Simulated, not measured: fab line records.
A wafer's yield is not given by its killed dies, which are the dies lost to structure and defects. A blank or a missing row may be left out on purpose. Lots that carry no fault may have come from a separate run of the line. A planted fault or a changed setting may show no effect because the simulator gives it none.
The tool behind it: which one? :: flow berkeley-cmos170 :: 39 wafers from 13 lots sampled at 4 of the route's 331 steps

== WHAT THE GAUGES SHOWED, per wafer ==
UCB170_M1_RS_MEAS_01: measures by four-point-probe.
lot: L493
measured: day 8 13:50
on: film-metro-01
M1_AL_RS (ohm/sq): 0.0495 0.0495 0.0495

lot: L494
measured: day 8 14:07
on: film-metro-04
M1_AL_RS (ohm/sq): 0.0485 0.0473 0.0481

lot: L495
measured: day 8 14:37
on: film-metro-01
M1_AL_RS (ohm/sq): 0.0487 0.0484 0.0483

lot: L497
measured: day 9 13:32
on: film-metro-04
M1_AL_RS (ohm/sq): 0.0476 0.0480 0.0474

lot: L496
measured: day 9 13:48
on: film-metro-03
M1_AL_RS (ohm/sq): 0.0488 0.0485 0.0487

lot: L500
measured: day 10 22:22
on: film-metro-03
M1_AL_RS (ohm/sq): 0.0489 0.0497 0.0488

lot: L506
measured: day 11 21:34
on: film-metro-04
M1_AL_RS (ohm/sq): 0.0490 0.0483 0.0486

lot: L510
measured: day 12 22:03
on: film-metro-01
M1_AL_RS (ohm/sq): 0.0482 0.0482 0.0479

lot: L512
measured: day 13 04:40
on: film-metro-04
M1_AL_RS (ohm/sq): 0.0487 0.0487 0.0485

lot: L513
measured: day 13 05:14
on: film-metro-01
M1_AL_RS (ohm/sq): 0.0478 0.0484 0.0472

lot: L514
measured: day 13 17:47
on: film-metro-04
M1_AL_RS (ohm/sq): 0.0490 0.0492 0.0490

lot: L516
measured: day 13 16:49
on: film-metro-04
M1_AL_RS (ohm/sq): 0.0480 0.0492 0.0495

lot: L515
measured: day 13 17:15
on: film-metro-03
M1_AL_RS (ohm/sq): 0.0476 0.0479 0.0476

UCB170_M2_THK_MEAS_03: measures by xrf.
lot: L493
measured: day 8 19:38
on: film-metro-01
M2_AL_THK (nm): 904 902 887

lot: L494
measured: day 8 20:45
on: film-metro-01
M2_AL_THK (nm): 913 903 906

lot: L495
measured: day 8 21:17
on: film-metro-04
M2_AL_THK (nm): 883 890 897

lot: L497
measured: day 9 19:16
on: film-metro-02
M2_AL_THK (nm): 918 924 912

lot: L496
measured: day 9 20:41
on: film-metro-01
M2_AL_THK (nm): 907 908 916

lot: L500
measured: day 11 04:24
on: film-metro-01
M2_AL_THK (nm): 890 895 886

lot: L506
measured: day 12 04:12
on: film-metro-02
M2_AL_THK (nm): 918 925 923

lot: L510
measured: day 13 03:30
on: film-metro-01
M2_AL_THK (nm): 898 894 904

lot: L512
measured: day 13 11:37
on: film-metro-01
M2_AL_THK (nm): 901 894 900

lot: L513
measured: day 13 13:44
on: film-metro-04
M2_AL_THK (nm): 886 886 904

lot: L514
measured: day 14 01:24
on: film-metro-04
M2_AL_THK (nm): 909 901 896

lot: L516
measured: day 14 00:16
on: film-metro-04
M2_AL_THK (nm): 896 887 882

lot: L515
measured: day 14 01:11
on: film-metro-02
M2_AL_THK (nm): 892 909 896

== TOOL THAT RAN EACH LOT (tool first, then ch and the chambers of the sampled wafers, then the start) ==
lot: L493
UCB170_FIELD_CLEAN_00: wet-bench-02 ch 0, day 5 04:07
UCB170_M1_STRIP_13: plasma-asher-01 ch 0,1, day 8 15:19

lot: L494
UCB170_FIELD_CLEAN_00: wet-bench-02 ch 0, day 5 12:29
UCB170_M1_STRIP_13: plasma-asher-03 ch 0,1, day 8 15:35

lot: L495
UCB170_FIELD_CLEAN_00: wet-bench-02 ch 0, day 5 12:29
UCB170_M1_STRIP_13: plasma-asher-01 ch 0,1, day 8 15:58

lot: L497
UCB170_FIELD_CLEAN_00: wet-bench-03 ch 1, day 6 04:48
UCB170_M1_STRIP_13: plasma-asher-04 ch 0,1, day 9 15:00

lot: L496
UCB170_FIELD_CLEAN_00: wet-bench-03 ch 2, day 6 04:55
UCB170_M1_STRIP_13: plasma-asher-04 ch 1, day 9 15:19

lot: L500
UCB170_FIELD_CLEAN_00: wet-bench-03 ch 0, day 6 23:22
UCB170_M1_STRIP_13: plasma-asher-03 ch 0,1, day 10 23:49

lot: L506
UCB170_FIELD_CLEAN_00: wet-bench-02 ch 1, day 7 14:20
UCB170_M1_STRIP_13: plasma-asher-01 ch 0,1, day 11 22:53

lot: L510
UCB170_FIELD_CLEAN_00: wet-bench-02 ch 2, day 9 04:14
UCB170_M1_STRIP_13: plasma-asher-01 ch 0,1, day 12 23:23

lot: L512
UCB170_FIELD_CLEAN_00: wet-bench-02 ch 0, day 9 15:50
UCB170_M1_STRIP_13: plasma-asher-03 ch 0,1, day 13 06:56

lot: L513
UCB170_FIELD_CLEAN_00: wet-bench-02 ch 3, day 9 16:09
UCB170_M1_STRIP_13: plasma-asher-03 ch 0,1, day 13 07:25

lot: L514
UCB170_FIELD_CLEAN_00: wet-bench-04 ch 3, day 10 05:35
UCB170_M1_STRIP_13: plasma-asher-01 ch 0,1, day 13 20:04

lot: L516
UCB170_FIELD_CLEAN_00: wet-bench-02 ch 1, day 10 05:41
UCB170_M1_STRIP_13: plasma-asher-04 ch 0,1, day 13 18:52

lot: L515
UCB170_FIELD_CLEAN_00: wet-bench-02 ch 1, day 10 05:56
UCB170_M1_STRIP_13: plasma-asher-01 ch 0,1, day 13 19:15
- UCB170_FIELD_CLEAN_00: cleans in dHF, time 7.5 s.
- UCB170_M1_STRIP_13: strips in O2.

== AS READ BY THE TOOLS THEMSELVES (means over the sampled wafers that have a number; for cases with no such wafer, the mark the record gives instead) ==
UCB170_M1_STRIP_13.
lot: L493
tool: plasma-asher-01
drypump-motor-current-A (A): 5.8
oes-product-au (a.u.): 0.719

lot: L494
tool: plasma-asher-03
drypump-motor-current-A (A): 6.4
oes-product-au (a.u.): 0.717

lot: L495
tool: plasma-asher-01
drypump-motor-current-A (A): 5.8
oes-product-au (a.u.): 0.721

lot: L497
tool: plasma-asher-04
drypump-motor-current-A (A): 6.3
oes-product-au (a.u.): 0.712

lot: L496
tool: plasma-asher-04
drypump-motor-current-A (A): 5.7
oes-product-au (a.u.): 0.719

lot: L500
tool: plasma-asher-03
drypump-motor-current-A (A): 6.4
oes-product-au (a.u.): 0.726

lot: L506
tool: plasma-asher-01
drypump-motor-current-A (A): 5.4
oes-product-au (a.u.): 0.718

lot: L510
tool: plasma-asher-01
drypump-motor-current-A (A): 5.4
oes-product-au (a.u.): 0.716

lot: L512
tool: plasma-asher-03
drypump-motor-current-A (A): 6.5
oes-product-au (a.u.): 0.721

lot: L513
tool: plasma-asher-03
drypump-motor-current-A (A): 6.5
oes-product-au (a.u.): 0.717

lot: L514
tool: plasma-asher-01
drypump-motor-current-A (A): 5.4
oes-product-au (a.u.): 0.718

lot: L516
tool: plasma-asher-04
drypump-motor-current-A (A): 6.0
oes-product-au (a.u.): 0.720

lot: L515
tool: plasma-asher-01
drypump-motor-current-A (A): 5.7
oes-product-au (a.u.): 0.720

== THE ANSWER, worked out from the rows above alone ==
Rule: the lots themselves supply what counts as usual. The widest of any qualifying gaps counts: lots, ordered by their means at a reading, are off when they make up no more than a third of the lots, leave a main group of 4 or more, and stand apart from it by 3 or more times the standard deviation of that group's means. A main group is skipped when, at the precision printed for the reading in the tables above, its means are all equal. A lot without any number at a reading at which 4 lots or more have one is off too. Where the step has rows for the other lots, those lots are counted as sound. Order of review: gauges by route order, followed by the tools' own readings, for which a lot's mean as printed above is used. At the first step where some lot is off, the reading lying furthest off is the one used; lots without a number count as furthest.
No lot is off at any reading shown: from this, nothing can be told.

== WHAT WAS PUT IN BY THE SIMULATOR ==
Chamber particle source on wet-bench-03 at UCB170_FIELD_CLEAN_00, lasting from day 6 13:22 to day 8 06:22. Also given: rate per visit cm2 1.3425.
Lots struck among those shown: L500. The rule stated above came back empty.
